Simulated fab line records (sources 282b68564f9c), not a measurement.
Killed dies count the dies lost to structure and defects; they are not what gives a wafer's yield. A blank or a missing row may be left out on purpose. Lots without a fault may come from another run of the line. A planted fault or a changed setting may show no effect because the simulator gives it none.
fab line records	flow ritCmos
record: lots: 7	wafers: 21	lastDay: 8
route steps=202 shown ACTIVE@2 FOX1@20 FOX2@23 NWELL@28 PWELL@39 M1@202
lots untouched by any fault: they come from a run of this same line in which no faults occurred
startH: hours from the record's first day to the start of the lot's first wafer shown	waitH: hours since the lot's step before	" identical to the entry in the row above	L1.1+2: a row that stands for several wafers	- no value, or no start given	* or withheld: withheld	< > ~ a bound
route shown NAME@n: NAME is a module with steps in the file, n the number in the route of the first one	usual: mean/standard deviation of fault-free wafers	same: alike in all rows	chamber/n: place in a boat	sites: each site's reading	_std_site: standard deviation across them	_edge_site: inner sites' mean taken away from outer sites' mean	radiusMm: how far each site lies from the wafer's centre	mask NAME#n: copy n	behind: the most recent tool/chamber to have shaped the wafer	hold: reason for holding the lot/hours on hold/outcome of the hold	device: the transistor (n, p or np) that didn't switch	end of line: at the end of the route, the tests of the same wafers	step lacking rows: just its recipe	killed: not the wafer's yield, but the dies lost to structure and defects at the first sort	map: per-die view of a wafer (x killed, . not killed, _ where there is no die)
set.NAME: setting as actually run; set.NAME@STEP: the setting as run at that earlier step	model.NAME: the simulator's own value behind a step, which no gauge read
lots seen at some steps along the route; tables by step, rows by wafer
services: from which hour (startH, from the record's first day; less than 0 if before it) a tool's chamber was out of use, for how many hours, and why
== steps ==
step: RIT_ACTIVE_OXIDATION_01
recipe: tempC: 1000	ambient: O2	targetThkA: 468	oxTimeS: 3360
step: RIT_ACTIVE_THK_MEAS_02
recipe: reads: SiO2_of_ACTIVE_OXIDATION_01
usual: ACTIVE_OXIDE_THK: 47.1/0.71
lot.wafer	tool	chamber	startH	waitH	ACTIVE_OXIDE_THK[nm]
L931.1	filmMetro-01	-	32.62	0.0	47.4
L931.2	"	-	"	"	47.2
L931.6	"	-	"	"	47.6
L933.2	filmMetro-03	-	42.10	0.0	47.5
L933.3	"	-	"	"	46.9
L933.6	"	-	"	"	47.1
L937.1	filmMetro-03	-	62.05	0.0	47.3
L937.4	"	-	"	"	46.5
L937.6	"	-	"	"	47.9
L946.2	filmMetro-02	-	107.99	0.0	46.5
L946.4	"	-	"	"	46.8
L946.5	"	-	"	"	45.9
L947.1	filmMetro-02	-	114.42	0.0	48.1
L947.5	"	-	"	"	47.5
L947.6	"	-	"	"	46.9
L948.1	filmMetro-01	-	120.37	0.0	46.9
L948.3	"	-	"	"	46.8
L948.4	"	-	"	"	47.3
L950.2	filmMetro-03	-	127.06	0.0	45.5
L950.3	"	-	"	"	46.2
L950.5	"	-	"	"	45.7
step: RIT_ACTIVE_CVD_03
recipe: material: Si3N4	targetThkNm: 150	tempC: 810	precursor: SiH2Cl2/NH3	timeS: 1527	pressureMtorr: 300	sih2cl2FlowSccm: 60	nh3FlowSccm: 150
step: RIT_ACTIVE_THK_MEAS_04
recipe: reads: Si3N4_of_ACTIVE_CVD_03
usual: ACTIVE_NITRIDE_THK: 152.6/1.1
lot.wafer	tool	chamber	startH	waitH	ACTIVE_NITRIDE_THK[nm]
L931.1	filmMetro-01	-	34.81	0.0	152.7
L931.2	"	-	"	"	152.6
L931.6	"	-	"	"	153.5
L933.2	filmMetro-02	-	44.29	0.0	154.3
L933.3	"	-	"	"	154.8
L933.6	"	-	"	"	154.3
L937.1	filmMetro-02	-	65.42	0.0	151.1
L937.4	"	-	"	"	152.0
L937.6	"	-	"	"	150.9
L946.2	filmMetro-01	-	109.46	0.0	151.7
L946.4	"	-	"	"	153.1
L946.5	"	-	"	"	151.5
L947.1	filmMetro-01	-	115.90	0.0	152.9
L947.5	"	-	"	"	152.2
L947.6	"	-	"	"	151.6
L948.1	filmMetro-03	-	121.84	0.0	154.1
L948.3	"	-	"	"	153.6
L948.4	"	-	"	"	153.2
L950.2	filmMetro-01	-	128.54	0.0	152.4
L950.3	"	-	"	"	152.7
L950.5	"	-	"	"	153.4
step: RIT_ACTIVE_HMDS_05
recipe: primeTimeS: 60	primeTempC: 140
step: RIT_ACTIVE_COAT_06
recipe: resist: NOVOLAK	spinRpm: 3325	resistThkNm: 1000
step: RIT_ACTIVE_SOFTBAKE_07
recipe: resist: NOVOLAK	tempC: 90	timeS: 60
step: RIT_ACTIVE_EXPOSE_08
recipe: maskId: M1	na: 0.6	sourceShape: conventional	sigmaOuter: 0.6	targetCdNm: 1400	doseMj: 225
step: RIT_ACTIVE_PEB_09
recipe: resist: NOVOLAK	tempC: withheld	timeS: withheld
step: RIT_ACTIVE_DEVELOP_10
recipe: resist: NOVOLAK	developTimeS: 50	devTempC: 23
step: RIT_ACTIVE_CD_MEAS_11
recipe: targetCdNm: 1400
usual: cdNm: 1398.4/2.2
lot.wafer	tool	chamber	startH	waitH	cdNm
L931.1	cdSem-02	-	35.84	-	1398.6
L931.2	"	-	"	"	1397.3
L931.6	"	-	"	"	1396.3
L933.2	cdSem-01	-	45.33	-	1399.8
L933.3	"	-	"	"	1397.3
L933.6	"	-	"	"	1397.7
L937.1	cdSem-01	-	66.45	-	1396.5
L937.4	"	-	"	"	1399.3
L937.6	"	-	"	"	1400.0
L946.2	cdSem-01	-	110.39	-	1400.6
L946.4	"	-	"	"	1401.5
L946.5	"	-	"	"	1399.1
L947.1	cdSem-02	-	116.81	-	1400.4
L947.5	"	-	"	"	1398.8
L947.6	"	-	"	"	1400.0
L948.1	cdSem-01	-	122.88	-	1397.9
L948.3	"	-	"	"	1397.3
L948.4	"	-	"	"	1398.8
L950.2	cdSem-01	-	129.58	-	1401.1
L950.3	"	-	"	"	1400.8
L950.5	"	-	"	"	1400.5
step: RIT_ACTIVE_HARDBAKE_12
recipe: resist: NOVOLAK	tempC: 140	timeS: 60
step: RIT_ACTIVE_ETCH_13
recipe: stopOn: SiO2	chemistry: SF6	target: Si3N4	timeS: 210	overEtchFrac: 0.4	SF6_flow_sccm: 200	pressureMtorr: 260	rfW: 125	targetDepthA: 2100
usual: drypumpMotorCurrentA: 5.7/0.34	oesProductAu: 0.827/0.011	throttleValvePct: 7.53/0.19
same: overEtchFrac: 0.4
lot.wafer	tool	chamber	startH	waitH	drypumpMotorCurrentA	oesProductAu	rfHoursCounterH	throttleValvePct
L931.1	rieDiel-04	0	36.11	0.1	5.8	0.830	47	7.77
L931.2	"	2	"	"	6.0	0.821	90	7.31
L931.6	"	0	"	"	5.8	0.831	-	7.78
L933.2	rieDiel-04	0	45.58	0.1	5.8	0.833	47	7.78
L933.3	"	3	"	"	5.3	0.827	42	7.32
L933.6	"	1	"	"	6.0	0.837	-	7.80
L937.1	rieDiel-04	3	66.72	0.1	5.3	0.813	42	7.32
L937.4	"	0	"	"	5.8	0.824	47	7.78
L937.6	"	1	"	"	6.0	0.821	-	7.79
L946.2	rieDiel-01	1	110.64	0.1	5.5	0.820	45	7.67
L946.4	"	3	"	"	5.4	0.811	9	7.54
L946.5	"	0	"	"	5.3	0.845	-	7.38
L947.1	rieDiel-01	2	117.08	0.1	5.8	0.820	114	7.56
L947.5	"	1	"	"	5.5	0.807	-	7.67
L947.6	"	0	"	"	5.3	0.850	-	7.37
L948.1	rieDiel-03	1	123.15	0.1	5.3	0.837	45	7.22
L948.3	"	0	"	"	6.0	0.818	87	7.48
L948.4	"	3	"	"	5.9	0.822	119	7.52
L950.2	rieDiel-04	1	129.83	0.1	6.0	0.838	44	7.79
L950.3	"	2	"	"	6.0	0.829	92	7.29
L950.5	"	0	"	"	5.8	0.842	-	7.81
step: RIT_ACTIVE_STRIP_14
recipe: chemistry: O2	timeS: 180	resist: NOVOLAK	platenTempC: withheld	powerW: 500	pressureMtorr: 4000	o2FlowSccm: 4000
usual: drypumpMotorCurrentA: 5.8/0.44
lot.wafer	tool	chamber	startH	waitH	drypumpMotorCurrentA	rfHoursCounterH
L931.1	plasmaAsher-01	1	36.25	0.1	5.2	38
L931.2	"	0	"	"	5.1	38
L931.6	"	0	"	"	5.1	-
L933.2	plasmaAsher-04	1	45.72	0.1	6.5	40
L933.3	"	1	"	"	6.4	-
L933.6	"	1	"	"	6.4	-
L937.1	plasmaAsher-01	0	66.86	0.1	5.1	41
L937.4	"	0	"	"	5.1	-
L937.6	"	0	"	"	5.1	-
L946.2	plasmaAsher-03	1	110.77	0.1	5.7	47
L946.4	"	1	"	"	5.7	-
L946.5	"	1	"	"	5.6	-
L947.1	plasmaAsher-03	0	117.21	0.1	6.0	48
L947.5	"	1	"	"	5.7	-
L947.6	"	0	"	"	6.0	-
L948.1	plasmaAsher-01	0	123.28	0.1	5.1	47
L948.3	"	1	"	"	5.2	-
L948.4	"	0	"	"	5.1	-
L950.2	plasmaAsher-03	0	129.97	0.1	6.1	50
L950.3	"	1	"	"	5.7	-
L950.5	"	0	"	"	6.1	-
step: RIT_ACTIVE_CD_MEAS_90
recipe: targetCdNm: 1400
usual: cdNm: 1398.5/2.2
lot.wafer	tool	chamber	startH	waitH	cdNm
L931.1	cdSem-02	-	36.42	0.1	1398.6
L931.2	"	-	"	"	1397.9
L931.6	"	-	"	"	1396.7
L933.2	cdSem-02	-	45.91	0.1	1399.7
L933.3	"	-	"	"	1397.3
L933.6	"	-	"	"	1398.0
L937.1	cdSem-02	-	67.03	0.1	1396.2
L937.4	"	-	"	"	1399.3
L937.6	"	-	"	"	1399.9
L946.2	cdSem-02	-	110.97	0.1	1401.0
L946.4	"	-	"	"	1401.0
L946.5	"	-	"	"	1399.6
L947.1	cdSem-01	-	117.39	0.1	1400.1
L947.5	"	-	"	"	1398.5
L947.6	"	-	"	"	1400.5
L948.1	cdSem-02	-	123.46	0.1	1397.7
L948.3	"	-	"	"	1397.6
L948.4	"	-	"	"	1398.3
L950.2	cdSem-02	-	130.16	0.1	1401.2
L950.3	"	-	"	"	1400.8
L950.5	"	-	"	"	1400.1
step: RIT_ACTIVE_CLEAN_15
recipe: chemistry: SC1	mix: 3:3:50	timeS: 600	tempC: 75
step: RIT_ACTIVE_CLEAN_16
recipe: chemistry: dHF	dilution: 50:1	timeS: 30
step: RIT_ACTIVE_CLEAN_17
recipe: chemistry: SC2	mix: 3:3:50	timeS: 600	tempC: 75	dry: n2Spin
step: RIT_FOX1_OXIDATION_00
recipe: tempC: 1100	ambient: H2O	targetThkA: 3507	pH2oTorr: 720	oxTimeS: 1130
step: RIT_FOX1_THK_MEAS_01
recipe: reads: SiO2_of_FOX1_OXIDATION_00
usual: FOX1_OXIDE_THK: 351/7.9
lot.wafer	tool	chamber	startH	waitH	FOX1_OXIDE_THK[nm]
L931.1	filmMetro-04	-	39.74	0.0	354
L931.2	"	-	"	"	358
L931.6	"	-	"	"	347
L933.2	filmMetro-01	-	48.08	0.0	359
L933.3	"	-	"	"	363
L933.6	"	-	"	"	360
L937.1	filmMetro-04	-	70.92	0.0	352
L937.4	"	-	"	"	343
L937.6	"	-	"	"	348
L946.2	filmMetro-04	-	118.29	0.0	344
L946.4	"	-	"	"	342
L946.5	"	-	"	"	338
L947.1	filmMetro-01	-	121.07	0.0	355
L947.5	"	-	"	"	358
L947.6	"	-	"	"	352
L948.1	filmMetro-04	-	125.26	0.0	343
L948.3	"	-	"	"	342
L948.4	"	-	"	"	346
L950.2	filmMetro-01	-	133.17	0.0	332
L950.3	"	-	"	"	333
L950.5	"	-	"	"	332
step: RIT_FOX1_WET_ETCH_02
recipe: chemistry: BOE	targetDepthNm: 350	timeS: 390	tempC: 21.5	dry: n2Spin	dilution: 10:1	target: SiO2
step: RIT_FOX2_OXIDATION_00
recipe: tempC: 1100	ambient: H2O	targetThkA: 3507	pH2oTorr: 720	oxTimeS: 1158
step: RIT_FOX2_THK_MEAS_01
recipe: reads: SiO2_of_FOX2_OXIDATION_00
usual: FOX2_OXIDE_THK: 356/7.8
lot.wafer	tool	chamber	startH	waitH	FOX2_OXIDE_THK[nm]
L931.1	filmMetro-03	-	41.23	0.0	372
L931.2	"	-	"	"	366
L931.6	"	-	"	"	365
L933.2	filmMetro-04	-	49.57	0.0	349
L933.3	"	-	"	"	353
L933.6	"	-	"	"	345
L937.1	filmMetro-03	-	75.24	0.0	359
L937.4	"	-	"	"	352
L937.6	"	-	"	"	360
L946.2	filmMetro-04	-	121.94	0.0	367
L946.4	"	-	"	"	360
L946.5	"	-	"	"	365
L947.1	filmMetro-04	-	124.32	0.0	350
L947.5	"	-	"	"	351
L947.6	"	-	"	"	356
L948.1	filmMetro-03	-	126.76	0.0	338
L948.3	"	-	"	"	338
L948.4	"	-	"	"	339
L950.2	filmMetro-04	-	134.67	0.0	349
L950.3	"	-	"	"	347
L950.5	"	-	"	"	355
step: RIT_FOX2_CLEAN_02
recipe: chemistry: dHF	dilution: 50:1	timeS: 180
step: RIT_FOX2_WET_ETCH_03
recipe: chemistry: H3PO4	target: Si3N4	targetDepthNm: 195	tempC: 165	timeS: 2700
step: RIT_FOX2_THK_MEAS_90
recipe: reads: SiO2_of_FOX2_OXIDATION_00
usual: FIELD_OXIDE_LEFT_1_THK: 329/7.9
lot.wafer	tool	chamber	startH	waitH	FIELD_OXIDE_LEFT_1_THK[nm]
L931.1	filmMetro-04	-	42.12	0.0	345
L931.2	"	-	"	"	339
L931.6	"	-	"	"	338
L933.2	filmMetro-01	-	50.44	0.0	322
L933.3	"	-	"	"	326
L933.6	"	-	"	"	317
L937.1	filmMetro-04	-	76.12	0.0	331
L937.4	"	-	"	"	325
L937.6	"	-	"	"	332
L946.2	filmMetro-01	-	122.89	0.0	339
L946.4	"	-	"	"	332
L946.5	"	-	"	"	338
L947.1	filmMetro-01	-	125.27	0.0	323
L947.5	"	-	"	"	324
L947.6	"	-	"	"	329
L948.1	filmMetro-01	-	127.71	0.0	311
L948.3	"	-	"	"	310
L948.4	"	-	"	"	311
L950.2	filmMetro-03	-	135.62	0.0	321
L950.3	"	-	"	"	320
L950.5	"	-	"	"	327
step: RIT_NWELL_HMDS_00
recipe: primeTimeS: 60	primeTempC: 140
step: RIT_NWELL_COAT_01
recipe: resist: NOVOLAK	spinRpm: 2000	resistThkNm: 1300
step: RIT_NWELL_SOFTBAKE_02
recipe: resist: NOVOLAK	tempC: 90	timeS: 60
step: RIT_NWELL_EXPOSE_03
recipe: maskId: M2	na: 0.57	targetCdNm: 43900	doseMj: 250
step: RIT_NWELL_PEB_04
recipe: resist: NOVOLAK	tempC: withheld	timeS: withheld
step: RIT_NWELL_DEVELOP_05
recipe: resist: NOVOLAK	developTimeS: 68	devTempC: 23
step: RIT_NWELL_OVL_MEAS_06
usual: NWELL_OVL: 0.8/1.4
lot.wafer	tool	chamber	startH	waitH	NWELL_OVL[nm]
L931.1	overlay-01	-	43.06	-	1.4
L931.2	"	-	"	"	-1.2
L931.6	"	-	"	"	-0.4
L933.2	overlay-02	-	51.38	-	2.8
L933.3	"	-	"	"	1.1
L933.6	"	-	"	"	2.1
L937.1	overlay-01	-	77.30	-	2.1
L937.4	"	-	"	"	0.7
L937.6	"	-	"	"	3.0
L946.2	overlay-01	-	123.99	-	-0.4
L946.4	"	-	"	"	2.0
L946.5	"	-	"	"	0.1
L947.1	overlay-02	-	126.27	-	-0.5
L947.5	"	-	"	"	0.9
L947.6	"	-	"	"	3.0
L948.1	overlay-02	-	128.65	-	-0.7
L948.3	"	-	"	"	-4.3
L948.4	"	-	"	"	-1.7
L950.2	overlay-01	-	136.68	-	1.0
L950.3	"	-	"	"	0.6
L950.5	"	-	"	"	-1.5
step: RIT_NWELL_HARDBAKE_07
recipe: resist: NOVOLAK	tempC: 140	timeS: 120
step: RIT_NWELL_IMPLANT_08
recipe: species: P	energyKev: 170	doseCm2: 5e+13	tiltDeg: 7
step: RIT_NWELL_STRIP_09
recipe: chemistry: O2	timeS: 180	resist: NOVOLAK	platenTempC: withheld	powerW: 500	pressureMtorr: 4000	o2FlowSccm: 4000
usual: drypumpMotorCurrentA: 6.0/0.46
lot.wafer	tool	chamber	startH	waitH	drypumpMotorCurrentA	rfHoursCounterH
L931.1	plasmaAsher-04	1	43.49	0.1	6.4	40
L931.2	"	0	"	"	5.8	40
L931.6	"	1	"	"	6.4	-
L933.2	plasmaAsher-02	1	51.81	0.1	5.1	26
L933.3	"	1	"	"	5.1	-
L933.6	"	1	"	"	5.1	-
L937.1	plasmaAsher-02	0	77.74	0.1	6.5	29
L937.4	"	1	"	"	5.1	-
L937.6	"	0	"	"	6.5	-
L946.2	plasmaAsher-04	1	124.42	0.1	6.4	1
L946.4	"	0	"	"	5.8	-
L946.5	"	1	"	"	6.4	-
L947.1	plasmaAsher-03	1	126.71	0.1	5.6	49
L947.5	"	1	"	"	5.6	-
L947.6	"	0	"	"	6.1	-
L948.1	plasmaAsher-04	1	129.09	0.1	6.4	1
L948.3	"	0	"	"	5.8	-
L948.4	"	1	"	"	6.4	-
L950.2	plasmaAsher-03	0	137.11	0.1	6.1	50
L950.3	"	1	"	"	5.6	-
L950.5	"	0	"	"	6.0	-
step: RIT_NWELL_TW_MEAS_10
usual: NWELL_TW: 2151/15
lot.wafer	tool	chamber	startH	waitH	NWELL_TW
L931.1	filmMetro-03	-	43.67	0.1	2140
L931.2	"	-	"	"	2136
L931.6	"	-	"	"	2151
L933.2	filmMetro-02	-	51.99	0.1	2160
L933.3	"	-	"	"	2149
L933.6	"	-	"	"	2153
L937.1	filmMetro-03	-	77.91	0.1	2122
L937.4	"	-	"	"	2137
L937.6	"	-	"	"	2123
L946.2	filmMetro-03	-	124.60	0.1	2132
L946.4	"	-	"	"	2137
L946.5	"	-	"	"	2131
L947.1	filmMetro-04	-	126.88	0.1	2160
L947.5	"	-	"	"	2147
L947.6	"	-	"	"	2148
L948.1	filmMetro-02	-	129.26	0.1	2175
L948.3	"	-	"	"	2175
L948.4	"	-	"	"	2187
L950.2	filmMetro-04	-	137.30	0.1	2149
L950.3	"	-	"	"	2163
L950.5	"	-	"	"	2157
step: RIT_PWELL_HMDS_00
recipe: primeTimeS: 60	primeTempC: 140
step: RIT_PWELL_COAT_01
recipe: resist: NOVOLAK	spinRpm: 2000	resistThkNm: 1300
step: RIT_PWELL_SOFTBAKE_02
recipe: resist: NOVOLAK	tempC: 90	timeS: 60
step: RIT_PWELL_EXPOSE_03
recipe: maskId: M3	na: 0.57	targetCdNm: 43700	doseMj: 250
step: RIT_PWELL_PEB_04
recipe: resist: NOVOLAK	tempC: withheld	timeS: withheld
step: RIT_M1_PROBE_99
usual: killedAtContacts: 0.1/0.23	killedAtFrontEnd: 7/3	killedDies: 7/3	killedOnRim: 2.0/1.2	killedOpen: 3.3/2.1	killedShort: 3.7/1.9
same: grossDies: 264	killed_at_M0_to_M3: 0	killed_at_M4_up: 0	killedAtBackSide: 0	killedAtOther: 0
lot.wafer	tool	chamber	startH	waitH	hold	killedAtContacts	killedAtFrontEnd	killedDies	killedOnRim	killedOpen	killedShort
L931.1	prober-02	-	86.48	0.1	awaitDispo/5.2h/release	0	28	28	8	3	1
L931.2	prober-02	-	86.53	0.1	awaitDispo/5.2h/release	0	8	8	5	2	0
L931.6	prober-02	-	86.73	0.2	awaitDispo/5.2h/release	0	29	29	8	2	2
L933.2	prober-02	-	89.97	0.1	awaitDispo/2.2h/release	0	31	31	9	1	5
L933.3	prober-02	-	90.02	0.2	awaitDispo/2.2h/release	0	21	21	10	2	4
L933.6	prober-02	-	90.17	0.2	awaitDispo/2.2h/release	0	37	37	1	2	2
L937.1	prober-02	-	115.33	0.1	awaitDispo/1.6h/release	0	22	22	9	3	4
L937.4	prober-02	-	115.48	0.2	awaitDispo/1.6h/release	0	36	36	11	4	6
L937.6	prober-02	-	115.58	0.2	awaitDispo/1.6h/release	0	44	44	3	9	4
L946.2	prober-01	-	171.46	0.1	-	0	11	11	3	4	7
L946.4	prober-01	-	171.56	0.2	-	0	10	10	3	4	6
L946.5	prober-01	-	171.61	0.2	-	0	9	9	1	4	5
L947.1	prober-02	-	177.26	0.1	-	0	14	14	3	7	7
L947.5	prober-02	-	177.46	0.2	-	0	6	6	1	3	3
L947.6	prober-02	-	177.51	0.2	-	0	8	8	2	2	6
L948.1	prober-01	-	178.76	0.1	-	0	8	8	3	6	2
L948.3	prober-01	-	178.86	0.2	-	0	7	7	1	5	2
L948.4	prober-01	-	178.91	0.2	-	0	9	9	4	6	3
L950.2	prober-01	-	187.35	0.1	-	1	8	9	3	3	6
L950.3	prober-01	-	187.40	0.2	-	0	6	6	1	2	4
L950.5	prober-01	-	187.50	0.2	-	0	12	12	4	6	6
killed by level:class
L931.1 ACTIVE:unspecified=24 GATE:geometricParticle:open=2 GATE:geometricParticle:short=1 SPACER:geometricParticle:open=1
L931.2 ACTIVE:unspecified=6 FOX1:geometricParticle:open=1 SILICIDE:geometricParticle:open=1
L931.6 ACTIVE:unspecified=25 FOX1:geometricParticle:short=1 FOX1:geometricParticle:open=1 GATE:geometricParticle:short=1 SPACER:geometricParticle:open=1
L933.2 ACTIVE:unspecified=25 GATE:geometricParticle:short=2 FOX1:geometricParticle:short=1 REOX:geometricParticle:open=1 REOX:geometricParticle:short=1 SPACER:geometricParticle:short=1
L933.3 ACTIVE:unspecified=15 FOX1:geometricParticle:short=1 FOX2:geometricParticle:open=1 GATE:geometricParticle:short=1 GATE:geometricParticle:open=1 REOX:geometricParticle:short=1 SPACER:geometricParticle:short=1
L933.6 ACTIVE:unspecified=33 FOX1:geometricParticle:open=1 FOX2:geometricParticle:short=1 SPACER:geometricParticle:short=1 SILICIDE:geometricParticle:open=1
L937.1 ACTIVE:unspecified=15 FOX1:geometricParticle:short=2 SILICIDE:geometricParticle:open=2 GATE:geometricParticle:open=1 SPACER:geometricParticle:short=1 SILICIDE:geometricParticle:short=1
L937.4 ACTIVE:unspecified=26 REOX:geometricParticle:open=3 FOX1:geometricParticle:short=2 GATE:geometricParticle:short=2 SILICIDE:geometricParticle:short=2 SILICIDE:geometricParticle:open=1
L937.6 ACTIVE:unspecified=31 FOX1:geometricParticle:short=2 FOX1:geometricParticle:open=2 GATE:geometricParticle:open=2 REOX:geometricParticle:open=2 SPACER:geometricParticle:open=2 FOX2:geometricParticle:open=1 GATE:geometricParticle:short=1
L946.2 GATE:geometricParticle:short=4 GATE:geometricParticle:open=3 FOX1:geometricParticle:short=1 FOX1:geometricParticle:open=1 REOX:geometricParticle:short=1 SPACER:geometricParticle:short=1
L946.4 GATE:geometricParticle:open=3 GATE:geometricParticle:short=3 SPACER:geometricParticle:short=2 FOX1:geometricParticle:open=1 SILICIDE:geometricParticle:short=1
L946.5 SPACER:geometricParticle:short=2 FOX1:geometricParticle:short=1 FOX1:geometricParticle:open=1 GATE:geometricParticle:open=1 REOX:geometricParticle:open=1 REOX:geometricParticle:short=1 SILICIDE:geometricParticle:open=1 SILICIDE:geometricParticle:short=1
L947.1 FOX1:geometricParticle:open=3 GATE:geometricParticle:short=3 REOX:geometricParticle:open=3 SPACER:geometricParticle:short=2 FOX2:geometricParticle:short=1 GATE:geometricParticle:open=1 SILICIDE:geometricParticle:short=1
L947.5 GATE:geometricParticle:open=2 GATE:geometricParticle:short=2 SPACER:geometricParticle:open=1 SILICIDE:geometricParticle:short=1
L947.6 GATE:geometricParticle:short=3 REOX:geometricParticle:short=2 FOX2:geometricParticle:short=1 GATE:geometricParticle:open=1 REOX:geometricParticle:open=1
L948.1 GATE:geometricParticle:open=3 FOX2:geometricParticle:open=2 FOX2:geometricParticle:short=1 REOX:geometricParticle:short=1 SILICIDE:geometricParticle:open=1
L948.3 GATE:geometricParticle:open=2 FOX1:geometricParticle:open=1 FOX2:geometricParticle:open=1 GATE:geometricParticle:short=1 REOX:geometricParticle:short=1 SILICIDE:geometricParticle:open=1
L948.4 REOX:geometricParticle:open=4 REOX:geometricParticle:short=2 GATE:geometricParticle:open=1 GATE:geometricParticle:short=1 SILICIDE:geometricParticle:open=1
L950.2 GATE:geometricParticle:short=3 SILICIDE:geometricParticle:short=2 REOX:geometricParticle:short=1 REOX:geometricParticle:open=1 SPACER:geometricParticle:open=1 CONTACT:geometricParticle:open=1
L950.3 SILICIDE:geometricParticle:short=2 GATE:geometricParticle:short=1 GATE:geometricParticle:open=1 SPACER:geometricParticle:open=1 SPACER:geometricParticle:short=1
L950.5 FOX1:geometricParticle:short=3 GATE:geometricParticle:open=3 REOX:geometricParticle:short=2 SPACER:geometricParticle:open=2 GATE:geometricParticle:short=1 REOX:geometricParticle:open=1
map L931.6 (x killed, . not)
________......._______
_____.............____
____...........x...___
___xxx..............__
__xxxx..............._
__xxxxxx............._
_xxxxxx...............
_x.xxx.x..............
_....x..............x.
_.........x...........
__..................._
__...x..............._
___.................__
____...............___
_____.............____
________......._______
map L933.6 (x killed, . not)
________......._______
_____.............____
____.x.......x.....___
___.........xx......__
__........xxxxxxx...._
__........xxxxxxx...._
_.........xxxxxxx.....
_.........xxxxxxx.....
_........x.xxx........
_.....................
__..................._
__..........x........_
___.................__
____...............___
_____.............____
________......._______
== services ==
tool	chamber	startH	hours	kind
rieDiel-03	0	17.97	8.0	repair
rieDiel-01	2	21.06	5.6	repair
rieDiel-04	-	29.57	4.0	repair
rieDiel-03	-	37.04	14.6	pm
plasmaAsher-01	-	74.82	4.1	repair
rieDiel-04	-	92.32	0.2	repair
plasmaAsher-04	-	108.75	9.0	pm
plasmaAsher-04	0	108.75	9.0	ventCycle
plasmaAsher-04	1	108.75	9.0	ventCycle
plasmaAsher-02	-	114.45	7.6	repair
plasmaAsher-04	0	117.75	-	clean
plasmaAsher-04	1	117.75	-	clean
== key ==
firstSign: step: RIT_M1_PROBE_99	reading: killedAtFrontEnd	direction: up	sigmas: 7.1	usual: 7	struck: 28	wafersMoved: 8
effect: step: RIT_M1_PROBE_99	reading: killedDies	direction: up	sigmas: 7.1	usual: 7	struck: 28	wafersMoved: 8
metAt RIT_ACTIVE_ETCH_13
struckWafers L931.1,L931.2,L931.6,L933.2,L933.3,L933.6,L937.1,L937.4,L937.6
testerLeftOut L931,L933,L937
fault: kind: chamberParticleSource	tool: rieDiel-04	chamber: -	onsetH: 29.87	steps: RIT_ACTIVE_ETCH_13	ratePerVisitCm2: 0.82446	endH: 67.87
testerLeftOut: of these lots the tester's yield and bins aren't shown, on N5 and GAA mostly nor the transistor test; their killed dies are dies lost to structure and defects alone, not to doping, threshold or leakage, so they don't give the yield
